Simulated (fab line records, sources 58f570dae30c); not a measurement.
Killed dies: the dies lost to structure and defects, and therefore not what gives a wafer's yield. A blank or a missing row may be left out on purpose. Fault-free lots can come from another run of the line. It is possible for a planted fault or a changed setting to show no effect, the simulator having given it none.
Which tool is to blame? | flow berkeleyCmos170 | Sampling: 7 lots, 21 wafers, 2 of 331 route steps

WHAT THE GAUGES READ, wafer by wafer
UCB170_GATE_THK_MEAS_02.
lot  | measured     | on           | GATE_OXIDE_THK (nm)
L616 | day 7 05:44  | filmMetro-02 | 6.65 6.68 6.61
L619 | day 7 13:28  | filmMetro-01 | 6.94 6.71 6.72
L623 | day 8 13:43  | filmMetro-01 | 6.52 6.54 6.50
L626 | day 9 05:06  | filmMetro-04 | 6.62 6.68 6.74
L628 | day 9 05:06  | filmMetro-02 | 6.84 6.57 6.62
L630 | day 10 03:50 | filmMetro-01 | 6.73 6.82 6.67
L633 | day 10 17:47 | filmMetro-04 | 4.80 4.84 4.73

EACH LOT AND THE TOOL THAT RAN IT (in order: tool; ch and the chambers of the sampled wafers; start)
lot  | UCB170_GATE_OXIDATION_01
L616 | furnace-02 ch 0, day 7 04:14
L619 | furnace-04 ch 0, day 7 11:58
L623 | furnace-01 ch 0, day 8 12:13
L626 | furnace-04 ch 0, day 9 03:36
L628 | furnace-04 ch 0, day 9 03:36
L630 | furnace-02 ch 0, day 10 02:16
L633 | furnace-02 ch 0, day 10 16:16
- UCB170_GATE_OXIDATION_01: target thk 6.6 nm, ox time 1800 s.

THE ANSWER, worked out from the rows above alone
Rule: the usual values come from the lots themselves. The widest of any qualifying gaps counts: lots, ordered by their means at a reading, are off when they make up no more than a third of the lots, leave a main group of 4 or more, and stand apart from it by 3 or more times the standard deviation of that group's means. The tables above print the reading to a certain number of digits; a main group whose means all agree to those digits is not used. A lot without any number at a reading at which 4 lots or more have one is off too. The other lots that the step has rows for count as sound.
Off: at UCB170_GATE_THK_MEAS_02 (GATE_OXIDE_THK), L633. The main group has a mean of 6.68 nm with a standard deviation of 0.084.
A tool fits if, at a process step before that reading, it ran every lot that is off, and no sound lot after the first of them. Gauges at UCB170_GATE_THK_MEAS_02: tried the same way as those tools. This does not decide it: 2 tools fit, namely furnace-02 at UCB170_GATE_OXIDATION_01 and filmMetro-04 at UCB170_GATE_THK_MEAS_02.

WHAT THE SIMULATOR PUT IN
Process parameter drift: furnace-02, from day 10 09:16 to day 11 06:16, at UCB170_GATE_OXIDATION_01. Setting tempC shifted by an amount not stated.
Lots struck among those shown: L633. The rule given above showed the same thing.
